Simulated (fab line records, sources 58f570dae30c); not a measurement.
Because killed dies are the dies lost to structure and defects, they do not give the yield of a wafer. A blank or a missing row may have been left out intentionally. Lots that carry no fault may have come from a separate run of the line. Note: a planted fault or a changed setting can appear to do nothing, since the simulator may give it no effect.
Split-lot study    flow berkeley-cmos170    route with 331 steps; 5 lots, 23 wafers read

THE SPLIT
At UCB170_NSD_PEB_04, the setting peb-temp-c was moved away from the recipe's 130 C on 11 of the 23 wafers read, by -2.5% to +2.2%. All remaining wafers had this setting at the recipe value.

FROM THE SPLIT TO THE READING: what the file shows between them, 1 step
- UCB170_NSD_DEVELOP_05: develop time 45 s

THE READING
cd-nm at UCB170_NSD_CD_MEAS_06, given in nm (cd target 1200 nm). Fault-free wafers of this fab line usually give 1199.7 nm, standard deviation 1.5 nm.

wafer   tool, chamber at the split  peb-temp-c as run, C  against the recipe  cd-nm, nm  against lot-mates on the recipe
L074.1  litho-track-03, 0           127.5                 -1.9%               1181.6     -19.2
L074.2  litho-track-03, 0           127.5                 -1.9%               1179.9     -20.9
L074.3  litho-track-03, 0           130                   recipe              1199.9     -
L074.4  litho-track-03, 0           130                   recipe              1202.2     -
L074.5  litho-track-03, 0           130                   recipe              1200.2     -
L078.1  litho-track-02, 0           132                   +1.5%               1213.7     +12.4
L078.2  litho-track-02, 0           130                   recipe              1201.9     -
L078.3  litho-track-02, 0           132                   +1.5%               1214.7     +13.4
L078.5  litho-track-02, 0           132                   +1.5%               1214.2     +12.9
L078.6  litho-track-02, 0           130                   recipe              1200.7     -
L079.1  litho-track-03, 0           130                   recipe              1198.8     -
L079.5  litho-track-03, 0           130                   recipe              1198.4     -
L079.6  litho-track-03, 0           130                   recipe              1199.2     -
L084.1  litho-track-03, 0           130                   recipe              1200.3     -
L084.2  litho-track-03, 0           126.7                 -2.5%               1175.3     -25.8
L084.3  litho-track-03, 0           130                   recipe              1201.9     -
L084.4  litho-track-03, 0           126.7                 -2.5%               1175.6     -25.5
L084.6  litho-track-03, 0           126.7                 -2.5%               1173.0     -28.1
L085.1  litho-track-03, 0           132.8                 +2.2%               1217.9     +17.9
L085.2  litho-track-03, 0           132.8                 +2.2%               1216.5     +16.5
L085.3  litho-track-03, 0           130                   recipe              1201.0     -
L085.5  litho-track-03, 0           132.8                 +2.2%               1217.3     +17.3
L085.6  litho-track-03, 0           130                   recipe              1199.0     -

FIT RESULTS
A straight line over all 23 wafers: cd-nm changes by +9.3 nm for each +1% of peb-temp-c; r = +0.99; the points scatter about the line by 1.6 nm.
The same after taking each lot's own level away (the mean of its wafers on the recipe; 23 wafers): +9.4 nm for each +1%; r = +0.99; scatter 1.5 nm.
According to that fit, moving peb-temp-c by its largest amount changes the reading by 24 nm.
From 1198.80 to 1201.30 nm: that is the span of the lots' own levels, equal to 1.7 times the standard deviation above.
The two slopes are in agreement: the lot-to-lot level therefore moves the slope only a little.
Check: -24.8 nm against its lot-mates is what the line predicts for one of the wafers moved furthest among these (-2.5%) when that wafer is left out of the fit. Against them it came out at -25.8 nm.

OTHER SPLITS APPLIED TO THESE WAFERS
Before the reading, these wafers also passed through other splits. Each is held against what the fit with the lots' levels taken away leaves over:
other split on the same wafers  wafers away from the commonest value  r with cd-nm (lot level and that fit taken away)
UCB170_PVT_IMPLANT_07 dose-cm2  4                                     +0.30
UCB170_GATE_EXPOSE_09 dose-mj   7                                     +0.05

THE FILE'S OWN FIT
cd-nm changes by +9.49 nm for each +1% of peb-temp-c, r = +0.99.
